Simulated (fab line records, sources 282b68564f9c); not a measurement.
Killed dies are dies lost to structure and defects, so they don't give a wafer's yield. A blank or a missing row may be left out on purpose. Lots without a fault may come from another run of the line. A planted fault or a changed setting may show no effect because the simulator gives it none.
fab line records | flow rit_cmos
record lots=6 wafers=18 last_day=7
route steps=202 shown GATE@96 REOX@98 NLDD@103 PLDD@114 M1@202
lots that met no fault: from a run of the same line without faults
start_h: hours from the record's first day to the start of the lot's first wafer shown | wait_h: hours since the lot's step before | " the same as in the row above | L1.1+2: a row that stands for several wafers | - no value, or no start given | * or withheld: withheld | < > ~ a bound
route shown NAME@n: a module of which the file shows steps, and the number in the route of the first | usual: mean/standard deviation of fault-free wafers | same: alike in all rows | chamber/n: place in a boat | sites: the reading at each site | _std_site: their standard deviation | _edge_site: outer sites' mean less inner sites' | radius_mm: how far each site lies from the wafer's centre | mask NAME#n: copy n | behind: the tool/chamber that last shaped the wafer | hold: why the lot was held/for how many hours/how that ended | device: the transistor (n, p or np) that didn't switch | end of line: the same wafers' tests at the end of the route | a step without rows: its recipe alone | killed: dies lost to structure and defects at the first sort, not the wafer's yield | map: a wafer's dies, x killed, . not, _ none there
set.NAME: the setting as run; set.NAME@STEP: as run at that earlier step | model.NAME: the simulator's own value behind a step, which no gauge read
lots at some steps of the route; a table a step, a row a wafer
services: from which hour (start_h, from the record's first day; less than 0 if before it) a tool's chamber was out of use, for how many hours, and why
## steps
# step RIT_GATE_STRIP_20
# recipe chemistry=O2 time_s=180 resist=NOVOLAK platen_temp_c=withheld power_w=500 pressure_mtorr=4000 o2_flow_sccm=4000
# usual chamber_pressure_mTorr=4000/3.7 drypump_motor_current_A=5.5/0.56
# columns lot.wafer tool chamber start_h wait_h chamber_pressure_mTorr drypump_motor_current_A rf_hours_counter_h
L251.1 plasma_asher-01 0 46.22 0.1 4003 4.9 26
L251.3 " 0 " " 3995 4.9 -
L251.4 " 1 " " 3997 6.4 -
L258.2 plasma_asher-01 1 83.22 0.1 4001 6.4 30
L258.3 " 1 " " 4005 6.4 -
L258.5 " 1 " " 4004 6.4 -
L259.1 plasma_asher-03 1 83.46 0.1 3998 5.5 44
L259.3 " 1 " " 3999 5.5 -
L259.4 " 0 " " 3995 5.3 -
L260.2 plasma_asher-02 1 92.81 0.1 4001 5.1 45
L260.3 " 1 " " 3997 5.1 -
L260.4 " 0 " " 4008 5.4 -
L268.3 plasma_asher-02 0 127.46 0.1 3996 5.4 -
L268.4 " 1 " " 4007 5.1 -
L268.5 " 0 " " 4005 5.4 -
L273.1 plasma_asher-01 1 156.43 0.1 4001 6.4 39
L273.2 " 0 " " 4007 4.9 39
L273.4 " 1 " " 4011 6.4 -
# step RIT_GATE_CD_MEAS_90
# recipe target_cd_nm=150
# usual cd_nm=150.4/2.5
# columns lot.wafer tool chamber start_h wait_h cd_nm
L251.1 cd_sem-02 - 46.39 0.1 149.2
L251.3 " - " " 148.7
L251.4 " - " " 149.7
L258.2 cd_sem-02 - 83.41 0.1 147.0
L258.3 " - " " 145.4
L258.5 " - " " 146.6
L259.1 cd_sem-01 - 83.63 0.1 149.8
L259.3 " - " " 151.4
L259.4 " - " " 152.6
L260.2 cd_sem-01 - 93.01 0.1 154.2
L260.3 " - " " 152.2
L260.4 " - " " 151.0
L268.3 cd_sem-02 - 127.62 0.1 153.3
L268.4 " - " " 154.6
L268.5 " - " " 154.3
L273.1 cd_sem-01 - 156.60 0.1 155.5
L273.2 " - " " 152.0
L273.4 " - " " 150.9
# step RIT_REOX_CLEAN_00
# recipe chemistry=SC1 mix=3:3:50 time_s=600 temp_c=74.27
# step RIT_REOX_CLEAN_01
# recipe chemistry=dHF dilution=50:1 time_s=30
# step RIT_REOX_CLEAN_02
# recipe chemistry=SC2 mix=3:3:50 time_s=600 temp_c=75 dry=n2_spin
# step RIT_REOX_OXIDATION_03
# recipe temp_c=900 ambient=O2 target_thk_a=252 ox_time_s=5580
# step RIT_REOX_THK_MEAS_04
# recipe reads=SiO2_of_REOX_OXIDATION_03
# usual REOX_OXIDE_THK=25.0/0.56
# columns lot.wafer tool chamber start_h wait_h REOX_OXIDE_THK[nm]
L251.1 film_metro-04 - 49.43 0.0 24.9
L251.3 " - " " 24.7
L251.4 " - " " 25.0
L258.2 film_metro-03 - 86.44 0.0 25.6
L258.3 " - " " 25.9
L258.5 " - " " 25.5
L259.1 film_metro-03 - 87.61 0.0 24.8
L259.3 " - " " 24.8
L259.4 " - " " 25.1
L260.2 film_metro-02 - 96.03 0.0 25.8
L260.3 " - " " 25.7
L260.4 " - " " 26.2
L268.3 film_metro-03 - 132.11 0.0 25.6
L268.4 " - " " 25.6
L268.5 " - " " 25.1
L273.1 film_metro-03 - 159.87 0.0 25.5
L273.2 " - " " 25.8
L273.4 " - " " 25.7
# step RIT_NLDD_HMDS_00
# recipe prime_time_s=60 prime_temp_c=140
# step RIT_NLDD_COAT_01
# recipe resist=NOVOLAK spin_rpm=3250 resist_thk_nm=1013
# step RIT_NLDD_SOFTBAKE_02
# recipe resist=NOVOLAK temp_c=90 time_s=60
# step RIT_NLDD_EXPOSE_03
# recipe mask_id=M7 na=0.57 target_cd_nm=40700 dose_mj=250
# step RIT_NLDD_PEB_04
# recipe resist=NOVOLAK temp_c=withheld time_s=withheld
# step RIT_NLDD_DEVELOP_05
# recipe resist=NOVOLAK develop_time_s=50 dev_temp_c=23
# usual chill_plate_temp_C=23.02/0.097
# columns lot.wafer tool chamber start_h wait_h chill_plate_temp_C
L251.1 litho_track-01 0 50 - 23.07
L251.3 " 0 " " 22.97
L251.4 " 0 " " 23.23
L258.2 litho_track-04 0 87 - 22.99
L258.3 " 0 " " 23.00
L258.5 " 0 " " 23.10
L259.1 litho_track-01 0 88 - 22.98
L259.3 " 0 " " 22.94
L259.4 " 0 " " 23.02
L260.2 litho_track-04 0 96 - 23.10
L260.3 " 0 " " 23.05
L260.4 " 0 " " 22.92
L268.3 litho_track-03 0 133 - 23.13
L268.4 " 0 " " 22.94
L268.5 " 0 " " 23.02
L273.1 litho_track-04 0 160 - 22.88
L273.2 " 0 " " 22.94
L273.4 " 0 " " 22.91
# step RIT_NLDD_OVL_MEAS_06
# usual NLDD_OVL=-0.7/1.5
# columns lot.wafer tool chamber start_h wait_h NLDD_OVL[nm]
L251.1 overlay-01 - 50.34 - -0.2
L251.3 " - " " -0.3
L251.4 " - " " 0.1
L258.2 overlay-02 - 87.47 - 0.4
L258.3 " - " " 0.0
L258.5 " - " " -0.2
L259.1 overlay-02 - 88.52 - -2.0
L259.3 " - " " -1.3
L259.4 " - " " -1.3
L260.2 overlay-02 - 97.06 - -0.1
L260.3 " - " " 0.3
L260.4 " - " " 0.5
L268.3 overlay-02 - 133.17 - -1.3
L268.4 " - " " 0.1
L268.5 " - " " -1.1
L273.1 overlay-01 - 160.90 - -0.5
L273.2 " - " " -2.0
L273.4 " - " " -0.4
# step RIT_NLDD_HARDBAKE_07
# recipe resist=NOVOLAK temp_c=140 time_s=60
# step RIT_NLDD_IMPLANT_08
# recipe species=P energy_kev=20 dose_cm2=5e+14 tilt_deg=7
# step RIT_NLDD_STRIP_09
# recipe chemistry=O2 time_s=180 resist=NOVOLAK platen_temp_c=withheld power_w=500 pressure_mtorr=4000 o2_flow_sccm=4000
# usual chamber_pressure_mTorr=4000/3.7 drypump_motor_current_A=5.7/0.62
# columns lot.wafer tool chamber start_h wait_h chamber_pressure_mTorr drypump_motor_current_A rf_hours_counter_h
L251.1 plasma_asher-04 1 50.68 0.1 4003 6.6 39
L251.3 " 0 " " 3997 5.4 -
L251.4 " 1 " " 4006 6.6 -
L258.2 plasma_asher-04 1 87.80 0.1 3996 6.6 43
L258.3 " 0 " " 4003 5.4 -
L258.5 " 0 " " 4001 5.4 -
L259.1 plasma_asher-01 0 88.86 0.1 3997 4.9 31
L259.3 " 1 " " 3998 6.4 -
L259.4 " 0 " " 3995 4.9 -
L260.2 plasma_asher-01 1 97.39 0.1 3996 6.4 32
L260.3 " 1 " " 4003 6.4 -
L260.4 " 0 " " 4003 4.9 -
L268.3 plasma_asher-01 1 133.56 0.1 4002 6.4 -
L268.4 " 0 " " 4006 4.9 -
L268.5 " 0 " " 3999 4.9 -
L273.1 plasma_asher-03 1 161.24 0.1 4002 5.5 5
L273.2 " 0 " " 4002 5.3 5
L273.4 " 0 " " 4000 5.3 -
# step RIT_NLDD_TW_MEAS_10
# usual NLDD_TW=2472/31
# columns lot.wafer tool chamber start_h wait_h NLDD_TW
L251.1 film_metro-02 - 50.85 0.1 2478
L251.3 " - " " 2481
L251.4 " - " " 2467
L258.2 film_metro-01 - 87.98 0.1 30
L258.3 " - " " 30
L258.5 " - " " 30
L259.1 film_metro-02 - 89.03 0.1 2472
L259.3 " - " " 2470
L259.4 " - " " 2470
L260.2 film_metro-04 - 97.58 0.1 29
L260.3 " - " " 29
L260.4 " - " " 29
L268.3 film_metro-01 - 133.69 0.1 2485
L268.4 " - " " 2494
L268.5 " - " " 2482
L273.1 film_metro-01 - 161.42 0.1 2490
L273.2 " - " " 2490
L273.4 " - " " 2482
# step RIT_PLDD_HMDS_00
# recipe prime_time_s=60 prime_temp_c=140
# step RIT_M1_PROBE_99
# usual killed_at_contacts=0.1/0.25 killed_at_front_end=6/3.1 killed_dies=6/3.1 killed_on_rim=1.6/1.4 killed_open=2.9/2 killed_short=3.3/2
# same gross_dies=264 killed_at_M0_to_M3=0 killed_at_M4_up=0 killed_at_back_side=0 killed_at_other=0
# columns lot.wafer tool chamber start_h wait_h killed_at_contacts killed_at_front_end killed_dies killed_on_rim killed_open killed_short
L251.1 prober-01 - 65.87 0.1 0 3 3 1 1 2
L251.3 prober-01 - 65.97 0.2 0 6 6 1 5 1
L251.4 prober-01 - 66.02 0.2 0 7 7 2 3 4
L258.2 prober-02 - 104.01 0.1 0 264 264 70 4 2
L258.3 prober-02 - 104.06 0.2 0 264 264 70 2 5
L258.5 prober-02 - 104.16 0.2 1 263 264 70 0 5
L259.1 prober-01 - 105.46 0.1 0 9 9 2 5 4
L259.3 prober-01 - 105.56 0.2 0 6 6 2 1 5
L259.4 prober-01 - 105.61 0.2 0 5 5 3 1 4
L260.2 prober-02 - 112.64 0.1 1 263 264 70 0 2
L260.3 prober-02 - 112.69 0.2 0 264 264 70 1 2
L260.4 prober-02 - 112.74 0.2 0 264 264 70 4 1
L268.3 prober-02 - 148.48 0.2 0 3 3 1 1 2
L268.4 prober-02 - 148.53 0.2 0 4 4 1 1 3
L268.5 prober-02 - 148.58 0.2 0 2 2 0 0 2
L273.1 prober-01 - 176.13 0.1 0 13 13 0 4 9
L273.2 prober-01 - 176.18 0.1 0 8 8 4 4 4
L273.4 prober-01 - 176.28 0.2 0 5 5 2 3 2
# killed by level:class
L251.1 GATE:geometric_particle:short=2 GATE:geometric_particle:open=1
L251.3 GATE:geometric_particle:open=2 ACTIVE:geometric_particle:open=1 FOX2:geometric_particle:open=1 SPACER:geometric_particle:short=1 SILICIDE:geometric_particle:open=1
L251.4 GATE:geometric_particle:short=2 SILICIDE:geometric_particle:open=2 FOX1:geometric_particle:short=1 GATE:geometric_particle:open=1 SILICIDE:geometric_particle:short=1
L258.2 NLDD:area_develop=258 SPACER:geometric_particle:open=2 FOX1:geometric_particle:open=1 FOX2:geometric_particle:short=1 REOX:geometric_particle:short=1 REOX:geometric_particle:open=1
L258.3 NLDD:area_develop=257 FOX2:geometric_particle:short=4 FOX2:geometric_particle:open=1 GATE:geometric_particle:open=1 GATE:geometric_particle:short=1
L258.5 NLDD:area_develop=259 FOX2:geometric_particle:short=2 GATE:geometric_particle:short=1 SPACER:geometric_particle:short=1 CONTACT:geometric_particle:short=1
L259.1 GATE:geometric_particle:short=3 GATE:geometric_particle:open=2 FOX1:geometric_particle:open=1 FOX2:geometric_particle:open=1 REOX:geometric_particle:short=1 SPACER:geometric_particle:open=1
L259.3 SPACER:geometric_particle:short=2 FOX2:geometric_particle:short=1 FOX2:geometric_particle:open=1 GATE:geometric_particle:short=1 REOX:geometric_particle:short=1
L259.4 REOX:geometric_particle:short=2 FOX1:geometric_particle:short=1 GATE:geometric_particle:open=1 SPACER:geometric_particle:short=1
L260.2 NLDD:area_develop=262 SILICIDE:geometric_particle:short=1 CONTACT:geometric_particle:short=1
L260.3 NLDD:area_develop=261 FOX2:geometric_particle:open=1 GATE:geometric_particle:short=1 SPACER:geometric_particle:short=1
L260.4 NLDD:area_develop=259 FOX1:geometric_particle:open=1 FOX2:geometric_particle:open=1 GATE:geometric_particle:open=1 SPACER:geometric_particle:short=1 SILICIDE:geometric_particle:open=1
L268.3 FOX1:geometric_particle:short=1 GATE:geometric_particle:open=1 SILICIDE:geometric_particle:short=1
L268.4 GATE:geometric_particle:open=1 GATE:geometric_particle:short=1 REOX:geometric_particle:short=1 SILICIDE:geometric_particle:short=1
L268.5 SILICIDE:geometric_particle:short=2
L273.1 SPACER:geometric_particle:short=3 SILICIDE:geometric_particle:short=3 GATE:geometric_particle:short=2 REOX:geometric_particle:open=2 FOX1:geometric_particle:open=1 FOX1:geometric_particle:short=1 SPACER:geometric_particle:open=1
L273.2 FOX1:geometric_particle:short=2 GATE:geometric_particle:short=2 FOX2:geometric_particle:open=1 GATE:geometric_particle:open=1 SPACER:geometric_particle:open=1 SILICIDE:geometric_particle:open=1
L273.4 FOX2:geometric_particle:open=3 GATE:geometric_particle:short=1 SPACER:geometric_particle:short=1
# map L258.2 (x killed, . not)
________xxxxxxx_______
_____xxxxxxxxxxxxx____
____xxxxxxxxxxxxxxx___
___xxxxxxxxxxxxxxxxx__
__xxxxxxxxxxxxxxxxxxx_
__xxxxxxxxxxxxxxxxxxx_
_xxxxxxxxxxxxxxxxxxxxx
_xxxxxxxxxxxxxxxxxxxxx
_xxxxxxxxxxxxxxxxxxxxx
_xxxxxxxxxxxxxxxxxxxxx
__xxxxxxxxxxxxxxxxxxx_
__xxxxxxxxxxxxxxxxxxx_
___xxxxxxxxxxxxxxxxx__
____xxxxxxxxxxxxxxx___
_____xxxxxxxxxxxxx____
________xxxxxxx_______
# map L260.2 (x killed, . not)
________xxxxxxx_______
_____xxxxxxxxxxxxx____
____xxxxxxxxxxxxxxx___
___xxxxxxxxxxxxxxxxx__
__xxxxxxxxxxxxxxxxxxx_
__xxxxxxxxxxxxxxxxxxx_
_xxxxxxxxxxxxxxxxxxxxx
_xxxxxxxxxxxxxxxxxxxxx
_xxxxxxxxxxxxxxxxxxxxx
_xxxxxxxxxxxxxxxxxxxxx
__xxxxxxxxxxxxxxxxxxx_
__xxxxxxxxxxxxxxxxxxx_
___xxxxxxxxxxxxxxxxx__
____xxxxxxxxxxxxxxx___
_____xxxxxxxxxxxxx____
________xxxxxxx_______
## services
# columns tool chamber start_h hours kind
plasma_asher-02 - 71.80 14.6 pm
plasma_asher-03 - 88.64 1.2 repair
plasma_asher-03 - 108.75 9.0 pm
plasma_asher-03 0 108.75 9.0 vent_cycle
plasma_asher-03 1 108.75 9.0 vent_cycle
plasma_asher-03 0 117.75 - clean
plasma_asher-03 1 117.75 - clean
## key
first_sign step=RIT_NLDD_TW_MEAS_10 reading=NLDD_TW direction=down sigmas=79 usual=2472 struck=30
effect step=RIT_M1_PROBE_99 reading=killed_dies direction=up sigmas=84 usual=6 struck=264
more_kills_born_at RIT_NLDD_DEVELOP_05@litho_track-04=1556
met_at RIT_NLDD_DEVELOP_05
struck_wafers L258.2,L258.3,L258.5,L260.2,L260.3,L260.4
tester_left_out L258,L260
fault kind=process_parameter_drift tool=litho_track-04 chamber=- onset_h=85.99 steps=RIT_NLDD_DEVELOP_05 channel=develop_time_s offset=* shape=step end_h=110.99 acts_in=* stated=*
# tester_left_out: of these lots the tester's yield and bins aren't shown, on N5 and GAA mostly nor the transistor test; their killed dies are dies lost to structure and defects alone, not to doping, threshold or leakage, so they don't give the yield
